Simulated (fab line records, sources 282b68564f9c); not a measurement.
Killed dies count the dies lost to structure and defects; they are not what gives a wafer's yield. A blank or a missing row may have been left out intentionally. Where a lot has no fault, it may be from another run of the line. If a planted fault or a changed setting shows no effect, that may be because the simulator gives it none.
fab line records || flow rit-cmos
[record] {"lots": 6, "wafers": 18, "last-day": 7}
route steps=202 shown NLDD@111 PLDD@114 M1@202
lots that met no fault: taken from a fault-free run of the same line
start-h: hours from the record's opening day to when the first of the lot's shown wafers began || wait-h: hours from the lot's prior step to this one || " repeats the value in the row above || L1.1+2: one row covering several wafers at once || - no value, or no start given || * or withheld: withheld || < > ~ a bound
route shown NAME@n: a module of which the file shows steps, and the number in the route of the first || usual: mean and standard deviation over wafers with no fault || same: alike in all rows || chamber/n: place in a boat || sites: per-site readings || _std_site: standard deviation across them || _edge_site: mean of outer sites minus mean of inner sites || radius-mm: for every site, how far away it sits from the centre of the wafer || mask NAME#n: copy n || behind: tool/chamber where the wafer was last shaped || hold: the reason the lot was held/the length of the hold in hours/how it ended || device: the transistor (n, p or np) that didn't switch || end of line: the same wafers' tests at the end of the route || step lacking rows: just its recipe || killed: not the wafer's yield, but the dies lost to structure and defects at the first sort || map: a wafer's dies, marking killed ones x, the rest . and places with no die _
set.NAME: the setting that was run; set.NAME@STEP: the one run at that earlier step || model.NAME: the simulator's own value behind a step, which no gauge read
lots at some steps of the route; a table a step, a row a wafer
services: when a tool's chamber went out of use (start-h, in hours from the record's first day, below 0 if earlier), for how many hours, and the reason
[[steps]]
[step RIT_NLDD_IMPLANT_08]
[recipe] {"species": "P", "energy-kev": 20, "dose-cm2": 5e+14, "tilt-deg": 7}
[step RIT_NLDD_STRIP_09]
[recipe] {"chemistry": "O2", "time-s": 180, "resist": "NOVOLAK", "platen-temp-c": "withheld", "power-w": 500, "pressure-mtorr": 4000, "o2-flow-sccm": 4000}
[usual] {"chamber-pressure-mTorr": "4000/3.2", "drypump-motor-current-A": "5.8/0.56", "o2-flow-sccm": "4001/13"}
{"lot.wafer": "L451.3", "tool": "plasma-asher-03", "chamber": 1, "start-h": 52.57, "wait-h": 0.1, "chamber-pressure-mTorr": 4003, "drypump-motor-current-A": 6.6, "o2-flow-sccm": 3988, "rf-hours-counter-h": "-"}
{"lot.wafer": "L451.4", "tool": "plasma-asher-03", "chamber": 0, "start-h": 52.57, "wait-h": 0.1, "chamber-pressure-mTorr": 3998, "drypump-motor-current-A": 5.6, "o2-flow-sccm": 4010, "rf-hours-counter-h": "-"}
{"lot.wafer": "L451.6", "tool": "plasma-asher-03", "chamber": 1, "start-h": 52.57, "wait-h": 0.1, "chamber-pressure-mTorr": 4004, "drypump-motor-current-A": 6.5, "o2-flow-sccm": 3980, "rf-hours-counter-h": "-"}
{"lot.wafer": "L459.2", "tool": "plasma-asher-02", "chamber": 0, "start-h": 92.37, "wait-h": 0.1, "chamber-pressure-mTorr": 4002, "drypump-motor-current-A": 5.9, "o2-flow-sccm": 4003, "rf-hours-counter-h": 26}
{"lot.wafer": "L459.4", "tool": "plasma-asher-02", "chamber": 1, "start-h": 92.37, "wait-h": 0.1, "chamber-pressure-mTorr": 4004, "drypump-motor-current-A": 5.5, "o2-flow-sccm": 4000, "rf-hours-counter-h": "-"}
{"lot.wafer": "L459.6", "tool": "plasma-asher-02", "chamber": 0, "start-h": 92.37, "wait-h": 0.1, "chamber-pressure-mTorr": 3995, "drypump-motor-current-A": 5.9, "o2-flow-sccm": 3996, "rf-hours-counter-h": "-"}
{"lot.wafer": "L463.4", "tool": "plasma-asher-04", "chamber": 0, "start-h": 113.63, "wait-h": 0.1, "chamber-pressure-mTorr": 4004, "drypump-motor-current-A": 6.2, "o2-flow-sccm": 3999, "rf-hours-counter-h": "-"}
{"lot.wafer": "L463.5", "tool": "plasma-asher-04", "chamber": 0, "start-h": 113.63, "wait-h": 0.1, "chamber-pressure-mTorr": 3996, "drypump-motor-current-A": 6.2, "o2-flow-sccm": 4002, "rf-hours-counter-h": "-"}
{"lot.wafer": "L463.6", "tool": "plasma-asher-04", "chamber": 1, "start-h": 113.63, "wait-h": 0.1, "chamber-pressure-mTorr": 3999, "drypump-motor-current-A": 4.7, "o2-flow-sccm": 3989, "rf-hours-counter-h": "-"}
{"lot.wafer": "L464.3", "tool": "plasma-asher-03", "chamber": 0, "start-h": 117.85, "wait-h": 0.1, "chamber-pressure-mTorr": 3998, "drypump-motor-current-A": 5.6, "o2-flow-sccm": 4018, "rf-hours-counter-h": "-"}
{"lot.wafer": "L464.4", "tool": "plasma-asher-03", "chamber": 1, "start-h": 117.85, "wait-h": 0.1, "chamber-pressure-mTorr": 4003, "drypump-motor-current-A": 6.6, "o2-flow-sccm": 3998, "rf-hours-counter-h": "-"}
{"lot.wafer": "L464.6", "tool": "plasma-asher-03", "chamber": 1, "start-h": 117.85, "wait-h": 0.1, "chamber-pressure-mTorr": 4001, "drypump-motor-current-A": 6.6, "o2-flow-sccm": 3988, "rf-hours-counter-h": "-"}
{"lot.wafer": "L468.1", "tool": "plasma-asher-04", "chamber": 0, "start-h": 137.84, "wait-h": 0.1, "chamber-pressure-mTorr": 4000, "drypump-motor-current-A": 6.2, "o2-flow-sccm": 4005, "rf-hours-counter-h": 52}
{"lot.wafer": "L468.4", "tool": "plasma-asher-04", "chamber": 1, "start-h": 137.84, "wait-h": 0.1, "chamber-pressure-mTorr": 3999, "drypump-motor-current-A": 4.7, "o2-flow-sccm": 3992, "rf-hours-counter-h": "-"}
{"lot.wafer": "L468.6", "tool": "plasma-asher-04", "chamber": 1, "start-h": 137.84, "wait-h": 0.1, "chamber-pressure-mTorr": 4003, "drypump-motor-current-A": 4.7, "o2-flow-sccm": 3989, "rf-hours-counter-h": "-"}
{"lot.wafer": "L469.2", "tool": "plasma-asher-02", "chamber": 1, "start-h": 142.22, "wait-h": 0.1, "chamber-pressure-mTorr": 4008, "drypump-motor-current-A": 5.5, "o2-flow-sccm": 4013, "rf-hours-counter-h": 32}
{"lot.wafer": "L469.4", "tool": "plasma-asher-02", "chamber": 0, "start-h": 142.22, "wait-h": 0.1, "chamber-pressure-mTorr": 4000, "drypump-motor-current-A": 5.8, "o2-flow-sccm": 4000, "rf-hours-counter-h": "-"}
{"lot.wafer": "L469.5", "tool": "plasma-asher-02", "chamber": 0, "start-h": 142.22, "wait-h": 0.1, "chamber-pressure-mTorr": 3997, "drypump-motor-current-A": 5.9, "o2-flow-sccm": 4002, "rf-hours-counter-h": "-"}
[step RIT_NLDD_TW_MEAS_10]
[usual] {"NLDD_TW": "2457/27"}
{"lot.wafer": "L451.3", "tool": "film-metro-03", "chamber": "-", "start-h": 52.71, "wait-h": 0.1, "NLDD_TW": 2465}
{"lot.wafer": "L451.4", "tool": "film-metro-03", "chamber": "-", "start-h": 52.71, "wait-h": 0.1, "NLDD_TW": 2455}
{"lot.wafer": "L451.6", "tool": "film-metro-03", "chamber": "-", "start-h": 52.71, "wait-h": 0.1, "NLDD_TW": 2467}
{"lot.wafer": "L459.2", "tool": "film-metro-01", "chamber": "-", "start-h": 92.55, "wait-h": 0.1, "NLDD_TW": 2434}
{"lot.wafer": "L459.4", "tool": "film-metro-01", "chamber": "-", "start-h": 92.55, "wait-h": 0.1, "NLDD_TW": 2443}
{"lot.wafer": "L459.6", "tool": "film-metro-01", "chamber": "-", "start-h": 92.55, "wait-h": 0.1, "NLDD_TW": 2425}
{"lot.wafer": "L463.4", "tool": "film-metro-01", "chamber": "-", "start-h": 113.77, "wait-h": 0.1, "NLDD_TW": 2435}
{"lot.wafer": "L463.5", "tool": "film-metro-01", "chamber": "-", "start-h": 113.77, "wait-h": 0.1, "NLDD_TW": 2421}
{"lot.wafer": "L463.6", "tool": "film-metro-01", "chamber": "-", "start-h": 113.77, "wait-h": 0.1, "NLDD_TW": 2410}
{"lot.wafer": "L464.3", "tool": "film-metro-01", "chamber": "-", "start-h": 117.99, "wait-h": 0.1, "NLDD_TW": 2406}
{"lot.wafer": "L464.4", "tool": "film-metro-01", "chamber": "-", "start-h": 117.99, "wait-h": 0.1, "NLDD_TW": 2420}
{"lot.wafer": "L464.6", "tool": "film-metro-01", "chamber": "-", "start-h": 117.99, "wait-h": 0.1, "NLDD_TW": 2408}
{"lot.wafer": "L468.1", "tool": "film-metro-04", "chamber": "-", "start-h": 138.02, "wait-h": 0.1, "NLDD_TW": 2474}
{"lot.wafer": "L468.4", "tool": "film-metro-04", "chamber": "-", "start-h": 138.02, "wait-h": 0.1, "NLDD_TW": 2490}
{"lot.wafer": "L468.6", "tool": "film-metro-04", "chamber": "-", "start-h": 138.02, "wait-h": 0.1, "NLDD_TW": 2493}
{"lot.wafer": "L469.2", "tool": "film-metro-03", "chamber": "-", "start-h": 142.41, "wait-h": 0.1, "NLDD_TW": 2428}
{"lot.wafer": "L469.4", "tool": "film-metro-03", "chamber": "-", "start-h": 142.41, "wait-h": 0.1, "NLDD_TW": 2432}
{"lot.wafer": "L469.5", "tool": "film-metro-03", "chamber": "-", "start-h": 142.41, "wait-h": 0.1, "NLDD_TW": 2423}
[step RIT_PLDD_HMDS_00]
[recipe] {"prime-time-s": 60, "prime-temp-c": 140}
[step RIT_PLDD_COAT_01]
[recipe] {"resist": "NOVOLAK", "spin-rpm": 3250, "resist-thk-nm": 1000}
[step RIT_PLDD_SOFTBAKE_02]
[recipe] {"resist": "NOVOLAK", "temp-c": 90, "time-s": 60}
[step RIT_PLDD_EXPOSE_03]
[recipe] {"mask-id": "M8", "na": 0.57, "target-cd-nm": 40900, "dose-mj": 250}
[step RIT_PLDD_PEB_04]
[recipe] {"resist": "NOVOLAK", "temp-c": "withheld", "time-s": "withheld"}
[step RIT_PLDD_DEVELOP_05]
[recipe] {"resist": "NOVOLAK", "develop-time-s": 50, "dev-temp-c": 23}
[step RIT_PLDD_OVL_MEAS_06]
[usual] {"PLDD_OVL": "0.1/1.6"}
{"lot.wafer": "L451.3", "tool": "overlay-01", "chamber": "-", "start-h": 53.73, "wait-h": "-", "PLDD_OVL[nm]": 0.8}
{"lot.wafer": "L451.4", "tool": "overlay-01", "chamber": "-", "start-h": 53.73, "wait-h": "-", "PLDD_OVL[nm]": 1.1}
{"lot.wafer": "L451.6", "tool": "overlay-01", "chamber": "-", "start-h": 53.73, "wait-h": "-", "PLDD_OVL[nm]": 2.5}
{"lot.wafer": "L459.2", "tool": "overlay-01", "chamber": "-", "start-h": 93.58, "wait-h": "-", "PLDD_OVL[nm]": 0.3}
{"lot.wafer": "L459.4", "tool": "overlay-01", "chamber": "-", "start-h": 93.58, "wait-h": "-", "PLDD_OVL[nm]": 2.0}
{"lot.wafer": "L459.6", "tool": "overlay-01", "chamber": "-", "start-h": 93.58, "wait-h": "-", "PLDD_OVL[nm]": 1.8}
{"lot.wafer": "L463.4", "tool": "overlay-02", "chamber": "-", "start-h": 115.03, "wait-h": "-", "PLDD_OVL[nm]": 0.9}
{"lot.wafer": "L463.5", "tool": "overlay-02", "chamber": "-", "start-h": 115.03, "wait-h": "-", "PLDD_OVL[nm]": 0.0}
{"lot.wafer": "L463.6", "tool": "overlay-02", "chamber": "-", "start-h": 115.03, "wait-h": "-", "PLDD_OVL[nm]": 2.0}
{"lot.wafer": "L464.3", "tool": "overlay-02", "chamber": "-", "start-h": 119.02, "wait-h": "-", "PLDD_OVL[nm]": -1.6}
{"lot.wafer": "L464.4", "tool": "overlay-02", "chamber": "-", "start-h": 119.02, "wait-h": "-", "PLDD_OVL[nm]": -0.9}
{"lot.wafer": "L464.6", "tool": "overlay-02", "chamber": "-", "start-h": 119.02, "wait-h": "-", "PLDD_OVL[nm]": 0.5}
{"lot.wafer": "L468.1", "tool": "overlay-01", "chamber": "-", "start-h": 139.32, "wait-h": "-", "PLDD_OVL[nm]": 0.7}
{"lot.wafer": "L468.4", "tool": "overlay-01", "chamber": "-", "start-h": 139.32, "wait-h": "-", "PLDD_OVL[nm]": -0.2}
{"lot.wafer": "L468.6", "tool": "overlay-01", "chamber": "-", "start-h": 139.32, "wait-h": "-", "PLDD_OVL[nm]": 0.3}
{"lot.wafer": "L469.2", "tool": "overlay-01", "chamber": "-", "start-h": 143.32, "wait-h": "-", "PLDD_OVL[nm]": -1.1}
{"lot.wafer": "L469.4", "tool": "overlay-01", "chamber": "-", "start-h": 143.32, "wait-h": "-", "PLDD_OVL[nm]": -1.0}
{"lot.wafer": "L469.5", "tool": "overlay-01", "chamber": "-", "start-h": 143.32, "wait-h": "-", "PLDD_OVL[nm]": -0.7}
[step RIT_PLDD_HARDBAKE_07]
[recipe] {"resist": "NOVOLAK", "temp-c": 140, "time-s": 60}
[step RIT_PLDD_IMPLANT_08]
[recipe] {"species": "BF2", "energy-kev": 20, "dose-cm2": 9e+14, "tilt-deg": 7}
[step RIT_PLDD_STRIP_09]
[recipe] {"chemistry": "O2", "time-s": 180, "resist": "NOVOLAK", "platen-temp-c": "withheld", "power-w": 500, "pressure-mtorr": 4000, "o2-flow-sccm": 4000}
[usual] {"chamber-pressure-mTorr": "4000/3.7", "drypump-motor-current-A": "5.8/0.49", "o2-flow-sccm": "4001/11"}
{"lot.wafer": "L451.3", "tool": "plasma-asher-01", "chamber": 0, "start-h": 54.12, "wait-h": 0.1, "chamber-pressure-mTorr": 4000, "drypump-motor-current-A": 5.4, "o2-flow-sccm": 3995, "rf-hours-counter-h": "-"}
{"lot.wafer": "L451.4", "tool": "plasma-asher-01", "chamber": 1, "start-h": 54.12, "wait-h": 0.1, "chamber-pressure-mTorr": 3996, "drypump-motor-current-A": 5.0, "o2-flow-sccm": 3984, "rf-hours-counter-h": "-"}
{"lot.wafer": "L451.6", "tool": "plasma-asher-01", "chamber": 1, "start-h": 54.12, "wait-h": 0.1, "chamber-pressure-mTorr": 3998, "drypump-motor-current-A": 5.1, "o2-flow-sccm": 3997, "rf-hours-counter-h": "-"}
{"lot.wafer": "L459.2", "tool": "plasma-asher-02", "chamber": 1, "start-h": 93.91, "wait-h": 0.1, "chamber-pressure-mTorr": 4000, "drypump-motor-current-A": 5.5, "o2-flow-sccm": 4014, "rf-hours-counter-h": 26}
{"lot.wafer": "L459.4", "tool": "plasma-asher-02", "chamber": 0, "start-h": 93.91, "wait-h": 0.1, "chamber-pressure-mTorr": 4001, "drypump-motor-current-A": 5.9, "o2-flow-sccm": 4023, "rf-hours-counter-h": "-"}
{"lot.wafer": "L459.6", "tool": "plasma-asher-02", "chamber": 0, "start-h": 93.91, "wait-h": 0.1, "chamber-pressure-mTorr": 3996, "drypump-motor-current-A": 5.9, "o2-flow-sccm": 4012, "rf-hours-counter-h": "-"}
{"lot.wafer": "L463.4", "tool": "plasma-asher-02", "chamber": 1, "start-h": 115.41, "wait-h": 0.1, "chamber-pressure-mTorr": 4003, "drypump-motor-current-A": 5.5, "o2-flow-sccm": 3192, "rf-hours-counter-h": "-"}
{"lot.wafer": "L463.5", "tool": "plasma-asher-02", "chamber": 1, "start-h": 115.41, "wait-h": 0.1, "chamber-pressure-mTorr": 3995, "drypump-motor-current-A": 5.5, "o2-flow-sccm": 3202, "rf-hours-counter-h": "-"}
{"lot.wafer": "L463.6", "tool": "plasma-asher-02", "chamber": 0, "start-h": 115.41, "wait-h": 0.1, "chamber-pressure-mTorr": 4005, "drypump-motor-current-A": 5.8, "o2-flow-sccm": 3203, "rf-hours-counter-h": "-"}
{"lot.wafer": "L464.3", "tool": "plasma-asher-02", "chamber": 0, "start-h": 119.40, "wait-h": 0.1, "chamber-pressure-mTorr": 4005, "drypump-motor-current-A": 5.9, "o2-flow-sccm": 3216, "rf-hours-counter-h": "-"}
{"lot.wafer": "L464.4", "tool": "plasma-asher-02", "chamber": 1, "start-h": 119.40, "wait-h": 0.1, "chamber-pressure-mTorr": 3997, "drypump-motor-current-A": 5.5, "o2-flow-sccm": 3204, "rf-hours-counter-h": "-"}
{"lot.wafer": "L464.6", "tool": "plasma-asher-02", "chamber": 1, "start-h": 119.40, "wait-h": 0.1, "chamber-pressure-mTorr": 4000, "drypump-motor-current-A": 5.5, "o2-flow-sccm": 3202, "rf-hours-counter-h": "-"}
{"lot.wafer": "L468.1", "tool": "plasma-asher-03", "chamber": 0, "start-h": 139.66, "wait-h": 0.1, "chamber-pressure-mTorr": 3998, "drypump-motor-current-A": 5.6, "o2-flow-sccm": 4000, "rf-hours-counter-h": 51}
{"lot.wafer": "L468.4", "tool": "plasma-asher-03", "chamber": 0, "start-h": 139.66, "wait-h": 0.1, "chamber-pressure-mTorr": 4001, "drypump-motor-current-A": 5.6, "o2-flow-sccm": 3984, "rf-hours-counter-h": "-"}
{"lot.wafer": "L468.6", "tool": "plasma-asher-03", "chamber": 1, "start-h": 139.66, "wait-h": 0.1, "chamber-pressure-mTorr": 3998, "drypump-motor-current-A": 6.6, "o2-flow-sccm": 4011, "rf-hours-counter-h": "-"}
{"lot.wafer": "L469.2", "tool": "plasma-asher-01", "chamber": 1, "start-h": 143.65, "wait-h": 0.1, "chamber-pressure-mTorr": 4000, "drypump-motor-current-A": 5.0, "o2-flow-sccm": 4019, "rf-hours-counter-h": 3}
{"lot.wafer": "L469.4", "tool": "plasma-asher-01", "chamber": 1, "start-h": 143.65, "wait-h": 0.1, "chamber-pressure-mTorr": 4001, "drypump-motor-current-A": 5.1, "o2-flow-sccm": 4027, "rf-hours-counter-h": "-"}
{"lot.wafer": "L469.5", "tool": "plasma-asher-01", "chamber": 0, "start-h": 143.65, "wait-h": 0.1, "chamber-pressure-mTorr": 3999, "drypump-motor-current-A": 5.4, "o2-flow-sccm": 3977, "rf-hours-counter-h": "-"}
[step RIT_PLDD_TW_MEAS_10]
[usual] {"PLDD_TW": "2317/21"}
{"lot.wafer": "L451.3", "tool": "film-metro-03", "chamber": "-", "start-h": 54.25, "wait-h": 0.1, "PLDD_TW": 2302}
{"lot.wafer": "L451.4", "tool": "film-metro-03", "chamber": "-", "start-h": 54.25, "wait-h": 0.1, "PLDD_TW": 2304}
{"lot.wafer": "L451.6", "tool": "film-metro-03", "chamber": "-", "start-h": 54.25, "wait-h": 0.1, "PLDD_TW": 2299}
{"lot.wafer": "L459.2", "tool": "film-metro-01", "chamber": "-", "start-h": 94.10, "wait-h": 0.1, "PLDD_TW": 2291}
{"lot.wafer": "L459.4", "tool": "film-metro-01", "chamber": "-", "start-h": 94.10, "wait-h": 0.1, "PLDD_TW": 2285}
{"lot.wafer": "L459.6", "tool": "film-metro-01", "chamber": "-", "start-h": 94.10, "wait-h": 0.1, "PLDD_TW": 2288}
{"lot.wafer": "L463.4", "tool": "film-metro-03", "chamber": "-", "start-h": 115.56, "wait-h": 0.1, "PLDD_TW": 2321}
{"lot.wafer": "L463.5", "tool": "film-metro-03", "chamber": "-", "start-h": 115.56, "wait-h": 0.1, "PLDD_TW": 2324}
{"lot.wafer": "L463.6", "tool": "film-metro-03", "chamber": "-", "start-h": 115.56, "wait-h": 0.1, "PLDD_TW": 2323}
{"lot.wafer": "L464.3", "tool": "film-metro-01", "chamber": "-", "start-h": 119.54, "wait-h": 0.1, "PLDD_TW": 2288}
{"lot.wafer": "L464.4", "tool": "film-metro-01", "chamber": "-", "start-h": 119.54, "wait-h": 0.1, "PLDD_TW": 2287}
{"lot.wafer": "L464.6", "tool": "film-metro-01", "chamber": "-", "start-h": 119.54, "wait-h": 0.1, "PLDD_TW": 2295}
{"lot.wafer": "L468.1", "tool": "film-metro-03", "chamber": "-", "start-h": 139.83, "wait-h": 0.1, "PLDD_TW": 2301}
{"lot.wafer": "L468.4", "tool": "film-metro-03", "chamber": "-", "start-h": 139.83, "wait-h": 0.1, "PLDD_TW": 2300}
{"lot.wafer": "L468.6", "tool": "film-metro-03", "chamber": "-", "start-h": 139.83, "wait-h": 0.1, "PLDD_TW": 2297}
{"lot.wafer": "L469.2", "tool": "film-metro-01", "chamber": "-", "start-h": 143.83, "wait-h": 0.1, "PLDD_TW": 2283}
{"lot.wafer": "L469.4", "tool": "film-metro-01", "chamber": "-", "start-h": 143.83, "wait-h": 0.1, "PLDD_TW": 2289}
{"lot.wafer": "L469.5", "tool": "film-metro-01", "chamber": "-", "start-h": 143.83, "wait-h": 0.1, "PLDD_TW": 2290}
[step RIT_M1_PROBE_99]
[usual] {"killed-at-contacts": "0.1/0.27", "killed-at-front-end": "6.1/2.9", "killed-dies": "6.2/2.9", "killed-open": "3.2/1.9", "killed-short": "3/1.9"}
[same] {"gross-dies": 264, "killed_at_M0_to_M3": 0, "killed_at_M4_up": 0, "killed-at-back-side": 0, "killed-at-other": 0}
{"lot.wafer": "L451.3", "tool": "prober-02", "chamber": "-", "start-h": 68.47, "wait-h": 0.2, "killed-at-contacts": 1, "killed-at-front-end": 9, "killed-dies": 10, "killed-open": 3, "killed-short": 7}
{"lot.wafer": "L451.4", "tool": "prober-02", "chamber": "-", "start-h": 68.52, "wait-h": 0.2, "killed-at-contacts": 0, "killed-at-front-end": 9, "killed-dies": 9, "killed-open": 6, "killed-short": 3}
{"lot.wafer": "L451.6", "tool": "prober-02", "chamber": "-", "start-h": 68.62, "wait-h": 0.2, "killed-at-contacts": 0, "killed-at-front-end": 9, "killed-dies": 9, "killed-open": 3, "killed-short": 6}
{"lot.wafer": "L459.2", "tool": "prober-02", "chamber": "-", "start-h": 108.72, "wait-h": 0.1, "killed-at-contacts": 0, "killed-at-front-end": 8, "killed-dies": 8, "killed-open": 4, "killed-short": 4}
{"lot.wafer": "L459.4", "tool": "prober-02", "chamber": "-", "start-h": 108.82, "wait-h": 0.2, "killed-at-contacts": 0, "killed-at-front-end": 5, "killed-dies": 5, "killed-open": 3, "killed-short": 2}
{"lot.wafer": "L459.6", "tool": "prober-02", "chamber": "-", "start-h": 108.92, "wait-h": 0.2, "killed-at-contacts": 0, "killed-at-front-end": 15, "killed-dies": 15, "killed-open": 9, "killed-short": 6}
{"lot.wafer": "L463.4", "tool": "prober-02", "chamber": "-", "start-h": 129.15, "wait-h": 0.2, "killed-at-contacts": 0, "killed-at-front-end": 6, "killed-dies": 6, "killed-open": 2, "killed-short": 4}
{"lot.wafer": "L463.5", "tool": "prober-02", "chamber": "-", "start-h": 129.20, "wait-h": 0.2, "killed-at-contacts": 0, "killed-at-front-end": 3, "killed-dies": 3, "killed-open": 2, "killed-short": 1}
{"lot.wafer": "L463.6", "tool": "prober-02", "chamber": "-", "start-h": 129.25, "wait-h": 0.2, "killed-at-contacts": 0, "killed-at-front-end": 3, "killed-dies": 3, "killed-open": 2, "killed-short": 1}
{"lot.wafer": "L464.3", "tool": "prober-01", "chamber": "-", "start-h": 133.44, "wait-h": 0.2, "killed-at-contacts": 0, "killed-at-front-end": 9, "killed-dies": 9, "killed-open": 4, "killed-short": 5}
{"lot.wafer": "L464.4", "tool": "prober-01", "chamber": "-", "start-h": 133.49, "wait-h": 0.2, "killed-at-contacts": 0, "killed-at-front-end": 7, "killed-dies": 7, "killed-open": 4, "killed-short": 3}
{"lot.wafer": "L464.6", "tool": "prober-01", "chamber": "-", "start-h": 133.59, "wait-h": 0.2, "killed-at-contacts": 0, "killed-at-front-end": 6, "killed-dies": 6, "killed-open": 1, "killed-short": 5}
{"lot.wafer": "L468.1", "tool": "prober-01", "chamber": "-", "start-h": 154.13, "wait-h": 0.1, "killed-at-contacts": 0, "killed-at-front-end": 3, "killed-dies": 3, "killed-open": 1, "killed-short": 2}
{"lot.wafer": "L468.4", "tool": "prober-01", "chamber": "-", "start-h": 154.28, "wait-h": 0.2, "killed-at-contacts": 0, "killed-at-front-end": 5, "killed-dies": 5, "killed-open": 0, "killed-short": 5}
{"lot.wafer": "L468.6", "tool": "prober-01", "chamber": "-", "start-h": 154.38, "wait-h": 0.2, "killed-at-contacts": 0, "killed-at-front-end": 10, "killed-dies": 10, "killed-open": 5, "killed-short": 5}
{"lot.wafer": "L469.2", "tool": "prober-02", "chamber": "-", "start-h": 158.72, "wait-h": 0.1, "killed-at-contacts": 0, "killed-at-front-end": 5, "killed-dies": 5, "killed-open": 2, "killed-short": 3}
{"lot.wafer": "L469.4", "tool": "prober-02", "chamber": "-", "start-h": 158.82, "wait-h": 0.2, "killed-at-contacts": 0, "killed-at-front-end": 7, "killed-dies": 7, "killed-open": 3, "killed-short": 4}
{"lot.wafer": "L469.5", "tool": "prober-02", "chamber": "-", "start-h": 158.87, "wait-h": 0.2, "killed-at-contacts": 0, "killed-at-front-end": 5, "killed-dies": 5, "killed-open": 5, "killed-short": 0}
// killed by level:class
L451.3 GATE:geometric-particle:short=3 REOX:geometric-particle:short=3 GATE:geometric-particle:open=2 CONTACT:geometric-particle:short=1 SPACER:geometric-particle:open=1
L451.4 GATE:geometric-particle:open=3 SPACER:geometric-particle:open=3 SPACER:geometric-particle:short=2 FOX1:geometric-particle:short=1
L451.6 GATE:geometric-particle:short=4 FOX1:geometric-particle:open=2 FOX1:geometric-particle:short=1 GATE:geometric-particle:open=1 REOX:geometric-particle:short=1
L459.2 GATE:geometric-particle:open=2 FOX1:geometric-particle:short=1 FOX2:geometric-particle:short=1 GATE:geometric-particle:short=1 SPACER:geometric-particle:short=1 SPACER:geometric-particle:open=1 SILICIDE:geometric-particle:open=1
L459.4 GATE:geometric-particle:open=1 REOX:geometric-particle:open=1 SPACER:geometric-particle:short=1 SILICIDE:geometric-particle:open=1 SILICIDE:geometric-particle:short=1
L459.6 FOX1:geometric-particle:open=3 FOX1:geometric-particle:short=2 GATE:geometric-particle:open=2 FOX2:geometric-particle:open=1 GATE:geometric-particle:short=1 REOX:geometric-particle:short=1 REOX:geometric-particle:open=1 SPACER:geometric-particle:open=1
L463.4 GATE:geometric-particle:short=2 FOX1:geometric-particle:open=1 FOX2:geometric-particle:short=1 GATE:geometric-particle:open=1 REOX:geometric-particle:short=1
L463.5 FOX1:geometric-particle:open=1 FOX2:geometric-particle:open=1 REOX:geometric-particle:short=1
L463.6 GATE:geometric-particle:open=2 SPACER:geometric-particle:short=1
L464.3 GATE:geometric-particle:open=2 FOX1:geometric-particle:short=1 FOX1:geometric-particle:open=1 FOX2:geometric-particle:short=1 GATE:geometric-particle:short=1 REOX:geometric-particle:short=1 SILICIDE:geometric-particle:short=1 SILICIDE:geometric-particle:open=1
L464.4 FOX1:geometric-particle:short=1 GATE:geometric-particle:open=1 REOX:geometric-particle:open=1 SPACER:geometric-particle:open=1 SPACER:geometric-particle:short=1 SILICIDE:geometric-particle:open=1 SILICIDE:geometric-particle:short=1
L464.6 GATE:geometric-particle:short=4 FOX1:geometric-particle:short=1 GATE:geometric-particle:open=1
L468.1 FOX2:geometric-particle:short=2 GATE:geometric-particle:open=1
L468.4 SPACER:geometric-particle:short=2 FOX1:geometric-particle:short=1 GATE:geometric-particle:short=1 REOX:geometric-particle:short=1
L468.6 FOX1:geometric-particle:short=2 REOX:geometric-particle:open=2 FOX1:geometric-particle:open=1 FOX2:geometric-particle:open=1 FOX2:geometric-particle:short=1 GATE:geometric-particle:short=1 REOX:geometric-particle:short=1 SPACER:geometric-particle:open=1
L469.2 GATE:geometric-particle:short=3 REOX:geometric-particle:open=2
L469.4 FOX1:geometric-particle:short=1 GATE:geometric-particle:short=1 REOX:geometric-particle:open=1 SPACER:geometric-particle:open=1 SPACER:geometric-particle:short=1 SILICIDE:geometric-particle:short=1 SILICIDE:geometric-particle:open=1
L469.5 FOX2:geometric-particle:open=1 GATE:geometric-particle:open=1 REOX:geometric-particle:open=1 SPACER:geometric-particle:open=1 SILICIDE:geometric-particle:open=1
[[services]]
{"tool": "plasma-asher-02", "chamber": "-", "start-h": 105.11, "hours": 0.7, "kind": "repair"}
{"tool": "plasma-asher-01", "chamber": "-", "start-h": 108.85, "hours": 9.0, "kind": "pm"}
{"tool": "plasma-asher-01", "chamber": 0, "start-h": 108.85, "hours": 9.0, "kind": "vent-cycle"}
{"tool": "plasma-asher-01", "chamber": 1, "start-h": 108.85, "hours": 9.0, "kind": "vent-cycle"}
{"tool": "plasma-asher-01", "chamber": 0, "start-h": 117.85, "hours": "-", "kind": "clean"}
{"tool": "plasma-asher-01", "chamber": 1, "start-h": 117.85, "hours": "-", "kind": "clean"}
[[key]]
[first-sign] {"step": "RIT_PLDD_STRIP_09", "reading": "o2-flow-sccm", "direction": "down", "sigmas": 74, "usual": 4001, "struck": 3203}
effect none on later readings
met-at RIT_PLDD_STRIP_09
struck-wafers L463.4,L463.5,L463.6,L464.3,L464.4,L464.6
tester-left-out L463,L464
onset-between 93.91 115.41
[fault] {"kind": "process-parameter-drift", "tool": "plasma-asher-02", "chamber": "-", "onset-h": 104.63, "steps": "RIT_PLDD_STRIP_09", "channel": "o2-flow-sccm", "offset": -800, "shape": "step", "end-h": 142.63, "acts-in": "these-recipes-only", "stated": 4000}
// tester-left-out: of these lots the tester's yield and bins aren't shown, on N5 and GAA mostly nor the transistor test; their killed dies are dies lost to structure and defects alone, not to doping, threshold or leakage, so they don't give the yield
